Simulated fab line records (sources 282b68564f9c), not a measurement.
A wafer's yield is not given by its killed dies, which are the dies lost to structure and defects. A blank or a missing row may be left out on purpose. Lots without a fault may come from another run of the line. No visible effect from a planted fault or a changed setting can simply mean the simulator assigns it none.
Comparing a struck lot with a sound one + flow rit_cmos + 14 steps out of a route of 202
Sound: the wafers L631.1, L631.4, L631.5. The struck wafers were L639.1, L639.3, L639.4. Last of all comes the cause.
Each step with rows lists, per side, the tool, then ch with its chambers, then its first start. Under that, the readings that differ: sound wafers + struck wafers + difference of the means + sigmas: that difference in standard deviations of wafers without a fault.
alike: readings with means less than 2 such deviations apart, plus words and numbers identical on both sides. not compared: withheld readings, readings lacking a value on some wafer, bounds such as >300 that could conceal the same value, and numbers that have no deviation in the record and whose values overlap.
Wherever a step has rows on one side only, a row that says differs or no value, or a row with sigmas, the two part there. Non-overlapping numbers with no deviation appear without sigmas and do not part them. A reading missing from all wafers of one side parts the sides only when that side holds two or more wafers.

first, 1 step without rows for these wafers: RIT_ACTIVE_OXIDATION_01 (target thk 46.8 nm, ox time 3480 s).
RIT_ACTIVE_THK_MEAS_02:
  sound: film_metro-01 at day 2 03:03; struck: film_metro-01 at day 3 19:03
| reading               | sound          | struck         | difference | sigmas |
|-----------------------|----------------|----------------|------------|--------|
| ACTIVE_OXIDE_THK (nm) | 48.3 48.5 48.0 | 46.7 46.7 46.4 | -1.7       | -2     |
then, 1 step without rows for these wafers: RIT_ACTIVE_CVD_03 (deposits Si3N4 from SiH2Cl2/NH3, target thk 150 nm, time 1500 s).
RIT_ACTIVE_THK_MEAS_04:
  sound: film_metro-04 at day 2 04:32; struck: film_metro-04 at day 3 20:32
  alike: ACTIVE_NITRIDE_THK
then, 6 steps without rows for these wafers: RIT_ACTIVE_HMDS_05 (prime time 60 s); RIT_ACTIVE_COAT_06 (resist thk 1000 nm); RIT_ACTIVE_SOFTBAKE_07 (time 60 s); RIT_ACTIVE_EXPOSE_08 (exposes mask M1, target cd 1400 nm); RIT_ACTIVE_PEB_09; RIT_ACTIVE_DEVELOP_10 (develop time 50 s).
RIT_ACTIVE_CD_MEAS_11: target cd 1400 nm.
  sound: cd_sem-02 at day 2 05:34; struck: cd_sem-01 at day 3 21:34
  alike: cd_nm
then, 1 step without rows for these wafers: RIT_ACTIVE_HARDBAKE_12 (time 60 s).
RIT_ACTIVE_ETCH_13: etches Si3N4 in SF6, stops on SiO2, time 210 s, target depth 210 nm.
  sound on rie_diel-02 ch 0,1,2, day 2 05:50; struck on rie_diel-02 ch 0,2,3, day 3 21:50
| reading                                     | sound             | struck            | difference | sigmas      |
|---------------------------------------------|-------------------|-------------------|------------|-------------|
| oes_product_au (a.u.)                       | 0.834 0.818 0.812 | 0.983 0.990 1.008 | +0.172     | +14         |
| run_length_s (s)                            | 237.8 238.1 238.3 | 183.7 183.2 183.2 | -54.7      | -99 or more |
| model.NOVOLAK_of_ACTIVE_COAT_06.thk_nm (nm) | 656.3 650.8 655.5 | 719.4 721.3 721.1 | +66.4      |             |
  alike: chamber_pressure_mTorr, drypump_motor_current_A, throttle_valve_pct
  not compared: rf_hours_counter_h
RIT_ACTIVE_STRIP_14: strips in O2, time 180 s.
  sound on plasma_asher-04 ch 0,1, day 2 05:58; struck on plasma_asher-04 ch 0,1, day 3 21:58
  alike: chamber_pressure_mTorr, drypump_motor_current_A
  not compared: rf_hours_counter_h

== WHERE THEY PART ==
Last at RIT_ACTIVE_ETCH_13 as far as this record goes, first at RIT_ACTIVE_THK_MEAS_02. Later steps at which nothing parts them and some readings are alike: RIT_ACTIVE_STRIP_14.

WHY: what the simulator had put in
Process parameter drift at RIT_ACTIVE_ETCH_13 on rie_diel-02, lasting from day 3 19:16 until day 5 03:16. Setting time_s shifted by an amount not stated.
